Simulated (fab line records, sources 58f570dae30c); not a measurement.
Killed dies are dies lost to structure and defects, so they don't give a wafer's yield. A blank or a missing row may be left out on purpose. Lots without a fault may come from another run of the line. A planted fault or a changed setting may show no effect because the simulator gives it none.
Which tool did it? | flow berkeley_cmos170 | 14 lots, 42 wafers sampled, at 4 steps of a route of 331

WHAT THE GAUGES READ, wafer by wafer
UCB170_PVT_OVL_MEAS_06.
lot  | measured     | on         | PVT_OVL (nm)
L152 | day 6 19:12  | overlay-02 | 5 1 -1
L154 | day 6 18:55  | overlay-02 | 6 2 -4
L158 | day 7 22:02  | overlay-01 | - - -
L162 | day 8 05:37  | overlay-02 | - - -
L165 | day 9 10:11  | overlay-02 | -5 0 -3
L164 | day 9 10:29  | overlay-01 | 3 2 7
L166 | day 9 15:00  | overlay-01 | 2 1 9
L167 | day 10 00:53 | overlay-01 | -1 5 0
L168 | day 10 01:13 | overlay-02 | 6 0 5
L171 | day 10 13:10 | overlay-01 | -14 -6 6
L170 | day 10 12:53 | overlay-02 | 1 1 -3
L173 | day 10 19:52 | overlay-01 | -16 -1 -4
L172 | day 10 19:38 | overlay-01 | 2 -2 2
L174 | day 11 14:32 | overlay-02 | -9 8 1

UCB170_GATE_THK_MEAS_05.
lot  | measured     | on            | GATE_POLY_THK (nm)
L152 | day 7 07:41  | film_metro-02 | 212.3 212.3 212.2
L154 | day 7 07:41  | film_metro-01 | 213.0 212.7 212.3
L158 | day 8 12:22  | film_metro-01 | 215.0 213.4 215.1
L162 | day 8 16:27  | film_metro-02 | 217.2 217.5 217.7
L165 | day 9 23:17  | film_metro-01 | 213.4 215.2 214.0
L164 | day 9 23:19  | film_metro-03 | 214.2 213.2 211.8
L166 | day 10 03:10 | film_metro-02 | 215.5 215.0 214.4
L167 | day 10 13:56 | film_metro-01 | 217.9 216.8 219.0
L168 | day 10 13:56 | film_metro-03 | 221.7 220.3 220.1
L171 | day 11 04:46 | film_metro-01 | 214.3 214.1 214.2
L170 | day 11 04:42 | film_metro-01 | 214.9 213.1 213.2
L173 | day 11 07:50 | film_metro-03 | 210.1 211.7 210.8
L172 | day 11 07:50 | film_metro-02 | 214.2 216.5 214.1
L174 | day 12 06:42 | film_metro-02 | 213.4 213.6 214.4

WHICH TOOL RAN EACH LOT (tool, then ch and the chambers of the sampled wafers, then the start)
lot  | UCB170_ACTIVE_STRIP_16              | UCB170_PVT_EXPOSE_03
L152 | plasma_asher-01 ch 0,1, day 5 03:13 | krf_scanner-01 ch 0, day 6 18:35
L154 | plasma_asher-03 ch 0,1, day 5 03:14 | krf_scanner-01 ch 0, day 6 18:00
L158 | plasma_asher-04 ch 0,1, day 6 08:15 | krf_scanner-02, day 7 21:39
L162 | plasma_asher-04 ch 0,1, day 6 14:31 | krf_scanner-01, day 8 04:35
L165 | plasma_asher-01 ch 0,1, day 7 13:07 | krf_scanner-02 ch 0, day 9 09:35
L164 | plasma_asher-04 ch 0,1, day 7 13:11 | krf_scanner-01 ch 0, day 9 09:53
L166 | plasma_asher-03 ch 0,1, day 8 00:52 | krf_scanner-02 ch 0, day 9 14:11
L167 | plasma_asher-03 ch 0,1, day 8 09:01 | krf_scanner-02 ch 0, day 9 23:49
L168 | plasma_asher-01 ch 0,1, day 8 12:54 | krf_scanner-02 ch 0, day 10 00:13
L171 | plasma_asher-04 ch 0,1, day 8 21:40 | krf_scanner-02 ch 0, day 10 12:02
L170 | plasma_asher-04 ch 0,1, day 8 21:55 | krf_scanner-02 ch 0, day 10 11:50
L173 | plasma_asher-03 ch 1, day 9 05:11   | krf_scanner-01 ch 0, day 10 19:29
L172 | plasma_asher-04 ch 0,1, day 9 05:28 | krf_scanner-02 ch 0, day 10 19:14
L174 | plasma_asher-03 ch 0,1, day 9 20:50 | krf_scanner-01 ch 0, day 11 13:57
- UCB170_ACTIVE_STRIP_16: strips in O2.
- UCB170_PVT_EXPOSE_03: exposes mask NWELL, target cd 3000 nm.

WHAT THE TOOLS THEMSELVES READ (means of the sampled wafers that have a number; where no wafer has one, the mark that the record gives instead)
UCB170_ACTIVE_STRIP_16.
lot  | tool            | drypump_motor_current_A (A) | oes_product_au (a.u.) | strip_time_to_endpoint_s (s)
L152 | plasma_asher-01 | 6.3                         | 0.719                 | 18.05
L154 | plasma_asher-03 | 5.8                         | 0.724                 | 18.15
L158 | plasma_asher-04 | 5.8                         | 0.725                 | 18.07
L162 | plasma_asher-04 | 5.9                         | 0.722                 | 18.15
L165 | plasma_asher-01 | 6.2                         | 0.725                 | 18.06
L164 | plasma_asher-04 | 5.9                         | 0.726                 | 18.01
L166 | plasma_asher-03 | 5.9                         | 0.716                 | 18.10
L167 | plasma_asher-03 | 5.8                         | 0.716                 | 18.06
L168 | plasma_asher-01 | 6.2                         | 0.722                 | 17.97
L171 | plasma_asher-04 | 5.6                         | 0.719                 | 18.03
L170 | plasma_asher-04 | 5.8                         | 0.722                 | 18.12
L173 | plasma_asher-03 | 5.8                         | 0.718                 | 18.02
L172 | plasma_asher-04 | 5.6                         | 0.722                 | 18.13
L174 | plasma_asher-03 | 5.8                         | 0.721                 | 18.07

UCB170_PVT_EXPOSE_03.
lot  | tool           | exposure_dose_mJ_cm2 | focus_offset_nm (nm)
L152 | krf_scanner-01 | 29.974               | -0.8
L154 | krf_scanner-01 | 30.003               | 0.1
L158 | krf_scanner-02 | -                    | -
L162 | krf_scanner-01 | -                    | -
L165 | krf_scanner-02 | 29.985               | -0.1
L164 | krf_scanner-01 | 29.988               | 0.2
L166 | krf_scanner-02 | 29.961               | 0.4
L167 | krf_scanner-02 | 30.019               | 0.1
L168 | krf_scanner-02 | 29.998               | -0.2
L171 | krf_scanner-02 | 29.992               | 0.3
L170 | krf_scanner-02 | 30.061               | -0.8
L173 | krf_scanner-01 | 30.000               | 0.0
L172 | krf_scanner-02 | 30.009               | 0.4
L174 | krf_scanner-01 | 29.969               | -0.6

THE ANSWER, worked out from the rows above alone
Rule: what is usual is taken from the lots themselves. Put in order of their means at a reading, lots are off if they are a third of the lots or fewer, leave a main group of 4 or more, and stand apart from it by a gap of 3 or more times the standard deviation of the main group's means; of several such gaps the widest counts. A main group whose means are all the same, to the digits that the tables above print for the reading, isn't used. A lot without any number at a reading at which 4 lots or more have one is off too. The other lots that the step has rows for count as sound. The gauges are gone through in route order, then the tools' own readings, and for those a lot's mean is taken as printed above. The first step at which some lot is off is used, and at that step the reading that is off furthest; a lot without a number counts as furthest.
Off: L158, L162, at UCB170_PVT_OVL_MEAS_06 (PVT_OVL). Without a number there: L158, L162. The main group: mean 0 nm, standard deviation 3.3.
A tool fits if, at a process step before that reading, it ran every lot that is off, and no sound lot after the first of them. The gauges at UCB170_PVT_OVL_MEAS_06 aren't tried: what is off there is off at UCB170_PVT_EXPOSE_03 too, on other tools, and a gauge's error can't cause that. None of those tried fits.

WHAT THE SIMULATOR HAD PUT IN
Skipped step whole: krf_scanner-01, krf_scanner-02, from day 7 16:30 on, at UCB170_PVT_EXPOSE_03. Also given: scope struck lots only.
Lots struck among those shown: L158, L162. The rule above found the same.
